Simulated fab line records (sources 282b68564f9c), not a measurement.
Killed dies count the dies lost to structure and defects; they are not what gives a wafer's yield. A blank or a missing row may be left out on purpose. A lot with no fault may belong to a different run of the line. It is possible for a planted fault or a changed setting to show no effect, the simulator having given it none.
Struck lot and sound lot, side by side :: flow rit-cmos :: 18 out of 202 route steps
Sound: the wafers L240.3, L240.5, L240.6. The struck wafers were L247.2, L247.4, L247.5. At the end, the cause is stated.
Each step with rows lists, per side, the tool, then ch with its chambers, then its first start. Under that, the readings that differ: sound wafers :: struck wafers :: difference of the means :: sigmas: that difference in standard deviations of wafers without a fault.
alike: words and numbers the same on both sides, and readings whose means are apart by under 2 such deviations; not compared: readings that were withheld, readings missing a value for some wafer, numbers with overlapping values and no deviation given by the record, and bounds like >300 which may hide the same value.
The two part at a step that has a row with sigmas, a row that says differs or no value, or rows on one side only. Non-overlapping numbers with no deviation appear without sigmas and do not part them. A reading that every wafer of one side lacks parts them only if that side has two wafers or more.

first, 4 steps without rows for these wafers: RIT_PSD_SOFTBAKE_02 (time 60 s); RIT_PSD_EXPOSE_03 (exposes mask M10, target cd 40900 nm); RIT_PSD_PEB_04; RIT_PSD_DEVELOP_05 (develop time 50 s).
RIT_PSD_OVL_MEAS_06:
  struck on overlay-02, day 4 21:03; sound on overlay-01, day 3 11:44
  alike: PSD_OVL
then, 2 steps without rows for these wafers: RIT_PSD_HARDBAKE_07 (time 60 s); RIT_PSD_IMPLANT_08.
RIT_PSD_STRIP_09: strips in O2, time 180 s.
  sound on plasma-asher-04 ch 0,1, day 3 12:07; struck on plasma-asher-02 ch 1, day 4 21:23
  alike: drypump-motor-current-A
  not compared: rf-hours-counter-h
RIT_PSD_TW_MEAS_10:
  struck on film-metro-01, day 4 21:34; sound on film-metro-02, day 3 12:15
reading: PSD_TW
sound: 3464 3479 3475
struck: 3384 3370 3372
difference: -97
sigmas: -3
then, 3 steps without rows for these wafers: RIT_SDANNEAL_CLEAN_00 (cleans in SC1, time 600 s); RIT_SDANNEAL_CLEAN_01 (cleans in dHF, time 30 s); RIT_SDANNEAL_CLEAN_02 (cleans in SC2, time 600 s).
RIT_SDANNEAL_RTA_03: time 5 s.
  sound on rtp-anneal-02 ch 0, day 3 13:05; struck on rtp-anneal-01 ch 0, day 4 21:59
reading: wafer_temp_C_max
sound: 1054.5 1056.6 1051.2
struck: 1045.0 1044.3 1045.0
difference: -9.3
sigmas: -8
RIT_SDANNEAL_RS_MEAS_04: measurement is done with a four-point probe.
  struck on film-metro-01, day 4 22:04; sound on film-metro-03, day 3 13:10
reading: PSD_RS (ohm/sq)
sound: 115.91 116.04 116.02
struck: 121.75 121.85 121.87
difference: +5.83
sigmas: +22
RIT_SDANNEAL_RS_MEAS_05: measurement is done with a four-point probe.
  struck on film-metro-01, day 4 22:11; sound on film-metro-03, day 3 13:17
reading: NSD_RS (ohm/sq)
sound: 84.50 84.30 84.38
struck: 85.16 84.75 85.21
difference: +0.65
sigmas: +2
RIT_SDANNEAL_RS_MEAS_06: measurement is done with a four-point probe.
  struck on film-metro-01, day 4 22:18; sound on film-metro-03, day 3 13:25
reading: PLDD_RS (ohm/sq)
sound: 178.1 178.8 178.4
struck: 184.2 184.6 184.5
difference: +6.0
sigmas: +13
RIT_SDANNEAL_RS_MEAS_07: measurement is done with a four-point probe.
  struck on film-metro-01, day 4 22:25; sound on film-metro-03, day 3 13:32
  alike: NLDD_RS
RIT_M1_PROBE_99:
  struck on prober-01, day 5 05:36; sound on prober-02, day 3 20:41
reading: model.etest.contact-pplus.end-ohm-um
sound: 43.49 44.43 44.23
struck: 45.21 45.62 45.46
difference: +1.38
sigmas: 

reading: model.etest.contact-nplus.end-ohm-um
sound: 41.57 41.14 41.58
struck: 39.23 38.03 38.29
difference: -2.91
sigmas: 

reading: model.etest.vpnp.gain
sound: 1.043 1.019 1.039
struck: 0.9877 1.004 1.006
difference: -0.0344
sigmas: 

reading: model.etest.diode-pplus-comb.cj-ff-um2
sound: 1.993 2.011 2.003
struck: 1.926 1.907 1.91
difference: -0.088
sigmas: 

reading: model.etest.diode-pplus-nwell.cj-ff-um2
sound: 1.709 1.708 1.713
struck: 1.622 1.614 1.613
difference: -0.094
sigmas: 

reading: model.etest.cap-p-gate.vfb-v (V)
sound: 0.9646 0.9652 0.9652
struck: 0.9569 0.9546 0.961
difference: -0.0075
sigmas: 
  alike: killed-at-contacts, killed-at-front-end, killed-dies, killed-open, killed-short
  not compared: model.etest.pmos-turned.r-on-ohm-um

WHERE THEY PART
Earliest at RIT_PSD_TW_MEAS_10; latest, in this record, at RIT_SDANNEAL_RS_MEAS_06. Later steps at which nothing parts them and some readings are alike: RIT_SDANNEAL_RS_MEAS_07, RIT_M1_PROBE_99.

WHY: whatever the simulator had introduced
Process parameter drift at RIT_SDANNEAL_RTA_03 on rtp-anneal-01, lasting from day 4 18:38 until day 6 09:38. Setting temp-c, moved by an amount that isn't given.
